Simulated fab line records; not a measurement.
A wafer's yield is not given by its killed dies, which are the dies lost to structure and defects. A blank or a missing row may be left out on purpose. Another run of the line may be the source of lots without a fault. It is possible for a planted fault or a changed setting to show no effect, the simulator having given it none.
fab line records	flow rit_cmos	part 2 of 2: steps 29 to 40 of 40
record: lots: 5	wafers: 15	last_day: 7
route steps=202 shown GATE@94 REOX@98 NLDD@103 PLDD@114 SPACER@125 NSD@131
lots that met no fault: from a run of the same line without faults
start_h: start of the lot's first displayed wafer, in hours after the record's first day	wait_h: hours from the lot's prior step to this one	" the same as in the row above	L1.1+2: one row covering several wafers at once	- either no value or no given start	* or withheld: withheld	< > ~ a bound
route shown NAME@n: names a module that has steps shown in the file, with the first one's number in the route	usual: average and standard deviation across the fault-free wafers	same: alike in all rows	chamber/n: place in a boat	sites: the reading at each site	_std_site: standard deviation of those values	_edge_site: mean of outer sites minus mean of inner sites	radius_mm: how far each site lies from the wafer's centre	mask NAME#n: copy n	behind: the last tool/chamber to shape the wafer	hold: why the lot went on hold/how many hours it stayed there/how the hold came to an end	device: the transistor (n, p or np) that didn't switch	end of line: the same wafers' tests at the end of the route	a step without rows: its recipe alone	killed: dies that structure and defects cost at the first sort, which is not the same as the wafer's yield	map: shows each die of a wafer: x if killed, . if not, _ if none is there
set.NAME: setting as actually run; set.NAME@STEP: the setting as run at that earlier step	model.NAME: the simulator's own value behind a step, which no gauge read
lots at selected steps of the route; one table per step, one row per wafer
services: from which hour (start_h, from the record's first day; less than 0 if before it) a tool's chamber was out of use, for how many hours, and why
== steps ==
step: RIT_PLDD_IMPLANT_08
recipe: species: BF2	energy_kev: 20	dose_cm2: 9e+14	tilt_deg: 7
lot.wafer	tool	chamber	start_h	wait_h
L078.1+2+6	implanter-02	0	64.62	0.1
L079.1+2+3	implanter-02	0	70.22	0.1
L084.1+2+6	implanter-04	0	93.08	0.1
L088.1+3+6	implanter-01	0	112.36	0.1
L097.3+5+6	implanter-01	0	158.32	0.1
step: RIT_PLDD_STRIP_09
recipe: chemistry: O2	time_s: 180	resist: NOVOLAK	platen_temp_c: withheld	power_w: 500	pressure_mtorr: 4000	o2_flow_sccm: 4000
usual: chamber_pressure_mTorr: 4000/3.7	drypump_motor_current_A: 6.2/0.39
lot.wafer	tool	chamber	start_h	wait_h	chamber_pressure_mTorr	drypump_motor_current_A	rf_hours_counter_h
L078.1	plasma_asher-04	0	64.77	0.1	4003	6.6	43
L078.2	"	1	"	"	3997	6.1	43
L078.6	"	0	"	"	4005	6.5	-
L079.1	plasma_asher-02	0	70.37	0.1	3990	6.4	41
L079.2	"	1	"	"	4003	6.3	41
L079.3	"	0	"	"	3999	6.4	-
L084.1	plasma_asher-01	1	93.23	0.1	3999	5.5	46
L084.2	"	0	"	"	3994	5.5	46
L084.6	"	1	"	"	4003	5.5	-
L088.1	plasma_asher-02	0	112.51	0.1	4005	6.3	46
L088.3	"	0	"	"	4001	6.4	-
L088.6	"	0	"	"	3996	6.3	-
L097.3	plasma_asher-02	0	158.47	0.1	3998	6.4	-
L097.5	"	0	"	"	4000	6.4	-
L097.6	"	1	"	"	4005	6.3	-
step: RIT_PLDD_TW_MEAS_10
usual: PLDD_TW: 2345/21
lot.wafer	tool	chamber	start_h	wait_h	PLDD_TW
L078.1	film_metro-02	-	64.95	0.1	2357
L078.2	"	-	"	"	2367
L078.6	"	-	"	"	2368
L079.1	film_metro-03	-	70.54	0.1	2379
L079.2	"	-	"	"	2380
L079.3	"	-	"	"	2370
L084.1	film_metro-01	-	93.40	0.1	2325
L084.2	"	-	"	"	2335
L084.6	"	-	"	"	2338
L088.1	film_metro-01	-	112.69	0.1	2320
L088.3	"	-	"	"	2312
L088.6	"	-	"	"	2319
L097.3	film_metro-01	-	158.61	0.1	2325
L097.5	"	-	"	"	2338
L097.6	"	-	"	"	2322
step: RIT_SPACER_CLEAN_00
recipe: chemistry: SC1	mix: 3:3:50	time_s: 600	temp_c: 75
lot.wafer	tool	chamber	start_h	wait_h
L078.1+2+6	wet_bench-04	2	65.01	0.1
L079.1+2+3	wet_bench-04	1	70.60	0.1
L084.1+2+6	wet_bench-02	3	93.46	0.1
L088.1+3+6	wet_bench-01	0	112.75	0.1
L097.3+5+6	wet_bench-01	0	158.65	0.0
step: RIT_SPACER_CLEAN_01
recipe: chemistry: dHF	dilution: 50:1	time_s: 30
lot.wafer	tool	chamber	start_h	wait_h
L078.1+2+6	wet_bench-02	1	65.18	0.0
L079.1+2+3	wet_bench-01	2	70.78	0.0
L084.1+2+6	wet_bench-04	0	93.65	0.0
L088.1+3+6	wet_bench-04	3	112.92	0.0
L097.3+5+6	wet_bench-04	1	159.00	0.0
step: RIT_SPACER_CLEAN_02
recipe: chemistry: SC2	mix: 3:3:50	time_s: 600	temp_c: 75	dry: n2_spin
lot.wafer	tool	chamber	start_h	wait_h
L078.1+2+6	wet_bench-01	0	65.20	0.0
L079.1+2+3	wet_bench-04	2	70.79	0.0
L084.1+2+6	wet_bench-01	3	93.67	0.0
L088.1+3+6	wet_bench-02	1	112.94	0.0
L097.3+5+6	wet_bench-01	2	159.02	0.0
step: RIT_SPACER_CVD_03
recipe: material: Si3N4	target_thk_nm: 250	temp_c: 810	precursor: SiH2Cl2/NH3	time_s: 3300	pressure_mtorr: 300	sih2cl2_flow_sccm: 60	nh3_flow_sccm: 150
usual: sih2cl2_flow_sccm: 59.99/0.18
lot.wafer	tool	chamber	start_h	wait_h	sih2cl2_flow_sccm
L078.1	lpcvd-02	0	65.37	0.0	59.72
L078.2	"	0	"	"	60.13
L078.6	"	0	"	"	59.90
L079.1	lpcvd-01	0	70.97	0.0	59.87
L079.2	"	0	"	"	60.32
L079.3	"	0	"	"	59.93
L084.1	lpcvd-01	0	93.84	0.0	59.90
L084.2	"	0	"	"	60.02
L084.6	"	0	"	"	59.93
L088.1	lpcvd-02	0	113.13	0.0	60.09
L088.3	"	0	"	"	60.01
L088.6	"	0	"	"	60.21
L097.3	lpcvd-02	0	159.37	0.0	60.00
L097.5	"	0	"	"	60.25
L097.6	"	0	"	"	60.24
step: RIT_SPACER_THK_MEAS_04
recipe: reads: Si3N4_of_SPACER_CVD_03
usual: SPACER_NITRIDE_THK: 249.5/2.1
lot.wafer	tool	chamber	start_h	wait_h	SPACER_NITRIDE_THK[nm]
L078.1	film_metro-04	-	67.29	0.0	247.0
L078.2	"	-	"	"	249.0
L078.6	"	-	"	"	247.5
L079.1	film_metro-01	-	72.89	0.0	249.7
L079.2	"	-	"	"	250.8
L079.3	"	-	"	"	252.2
L084.1	film_metro-04	-	95.76	0.0	247.5
L084.2	"	-	"	"	245.3
L084.6	"	-	"	"	247.2
L088.1	film_metro-02	-	116.00	0.0	252.5
L088.3	"	-	"	"	251.5
L088.6	"	-	"	"	254.4
L097.3	film_metro-02	-	161.30	0.0	251.6
L097.5	"	-	"	"	252.9
L097.6	"	-	"	"	251.1
step: RIT_SPACER_ETCHBACK_05
recipe: target_depth_a: 2500	SF6_flow_sccm: 30	CHF3_flow_sccm: 30	target: Si3N4	chemistry: SF6/CHF3	pressure_mtorr: 40	rf_w: 250	time_s: 240	stop_on: SiO2
usual: chamber_pressure_mTorr: 40.00/0.038	drypump_motor_current_A: 5.6/0.46	oes_product_au: 0.845/0.013	throttle_valve_pct: 10.37/0.16
lot.wafer	tool	chamber	start_h	wait_h	chamber_pressure_mTorr	drypump_motor_current_A	oes_product_au	rf_hours_counter_h	throttle_valve_pct
L078.1	rie_diel-04	3	67.35	0.1	40.02	5.8	0.845	57	10.44
L078.2	"	2	"	"	40.01	5.0	0.857	127	10.39
L078.6	"	1	"	"	39.99	6.0	0.834	-	10.52
L079.1	rie_diel-04	3	72.95	0.1	39.94	5.8	0.852	57	10.44
L079.2	"	2	"	"	39.92	5.1	0.860	127	10.41
L079.3	"	0	"	"	40.05	4.8	0.852	35	10.02
L084.1	rie_diel-02	1	95.82	0.1	39.96	6.5	0.836	154	10.50
L084.2	"	3	"	"	39.95	5.4	0.839	15	10.45
L084.6	"	1	"	"	39.96	6.5	0.832	-	10.50
L088.1	rie_diel-01	2	116.06	0.1	40.04	5.9	0.842	19	10.44
L088.3	"	0	"	"	39.99	6.0	0.852	130	10.17
L088.6	"	2	"	"	40.02	5.9	0.847	-	10.42
L097.3	rie_diel-04	1	161.34	0.0	39.96	6.0	0.835	93	10.54
L097.5	"	2	"	"	39.97	5.1	0.877	-	10.39
L097.6	"	3	"	"	40.04	5.8	0.855	-	10.44
step: RIT_NSD_HMDS_00
recipe: prime_time_s: 60	prime_temp_c: 140
usual: exhaust_pa: 45.0/0.94
lot.wafer	tool	chamber	start_h	wait_h	exhaust_pa
L078.1	litho_track-04	0	67.50	0.1	46.3
L078.2	"	0	"	"	45.8
L078.6	"	0	"	"	46.6
L079.1	litho_track-03	0	73.10	0.1	45.2
L079.2	"	0	"	"	46.6
L079.3	"	0	"	"	46.5
L084.1	litho_track-04	0	95.97	0.1	46.1
L084.2	"	0	"	"	44.7
L084.6	"	0	"	"	44.7
L088.1	litho_track-02	0	116.41	0.3	45.4
L088.3	"	0	"	"	45.1
L088.6	"	0	"	"	44.7
L097.3	litho_track-02	0	161.54	0.1	44.3
L097.5	"	0	"	"	44.2
L097.6	"	0	"	"	44.5
step: RIT_NSD_COAT_01
recipe: resist: NOVOLAK	spin_rpm: 3250	resist_thk_nm: 1000
usual: exhaust_pa: 45.1/0.93
lot.wafer	tool	chamber	start_h	wait_h	exhaust_pa
L078.1	litho_track-04	0	67.65	0.1	45.4
L078.2	"	0	"	"	45.6
L078.6	"	0	"	"	44.2
L079.1	litho_track-03	0	73.25	0.1	45.1
L079.2	"	0	"	"	46.3
L079.3	"	0	"	"	46.3
L084.1	litho_track-04	0	96.12	0.1	45.3
L084.2	"	0	"	"	45.3
L084.6	"	0	"	"	44.4
L088.1	litho_track-02	0	116.56	0.1	44.4
L088.3	"	0	"	"	44.6
L088.6	"	0	"	"	44.5
L097.3	litho_track-02	0	161.69	0.1	43.0
L097.5	"	0	"	"	44.8
L097.6	"	0	"	"	43.5
step: RIT_NSD_SOFTBAKE_02
recipe: resist: NOVOLAK	temp_c: 90	time_s: 60
usual: exhaust_pa: 45.1/0.95
lot.wafer	tool	chamber	start_h	wait_h	exhaust_pa
L078.1	litho_track-04	0	67.80	0.1	47.0
L078.2	"	0	"	"	44.4
L078.6	"	0	"	"	46.1
L079.1	litho_track-03	0	73.40	0.1	46.0
L079.2	"	0	"	"	46.2
L079.3	"	0	"	"	46.2
L084.1	litho_track-04	0	96.27	0.1	44.8
L084.2	"	0	"	"	46.0
L084.6	"	0	"	"	45.7
L088.1	litho_track-02	0	116.71	0.1	44.7
L088.3	"	0	"	"	45.8
L088.6	"	0	"	"	44.8
L097.3	litho_track-02	0	161.84	0.1	44.8
L097.5	"	0	"	"	44.7
L097.6	"	0	"	"	43.8
== services ==
tool	chamber	start_h	hours	kind
iline_stepper-01	-	44.04	4.4	pm
rie_diel-02	2	45.77	2.4	repair
rie_si-01	2	49.87	1.8	repair
iline_stepper-02	-	50.04	5.8	repair
lpcvd-02	-	56.49	4.3	pm
furnace-04	-	62.22	2.5	pm
iline_stepper-02	0	62.32	-	calibration
implanter-01	-	83.52	4.2	pm
rie_si-02	1	90.28	1.9	repair
rie_si-02	1	98.12	23.4	repair
rie_diel-02	3	103.63	6.0	repair
plasma_asher-01	-	106.44	15.6	pm
iline_stepper-01	0	107.33	-	calibration
plasma_asher-04	-	108.75	9.0	pm
lpcvd-01	-	111.01	1.0	repair
iline_stepper-02	-	111.03	2.4	repair
rie_diel-04	-	112.47	14.6	pm
rie_si-01	-	120.46	2.8	pm
rie_si-01	3	128.29	-	clean
rie_diel-04	0	131.56	10.0	repair
plasma_asher-01	-	131.99	10.1	repair
rie_diel-01	2	142.09	3.5	repair
rie_si-02	2	142.98	3.7	repair
rie_si-01	3	158.50	2.6	repair
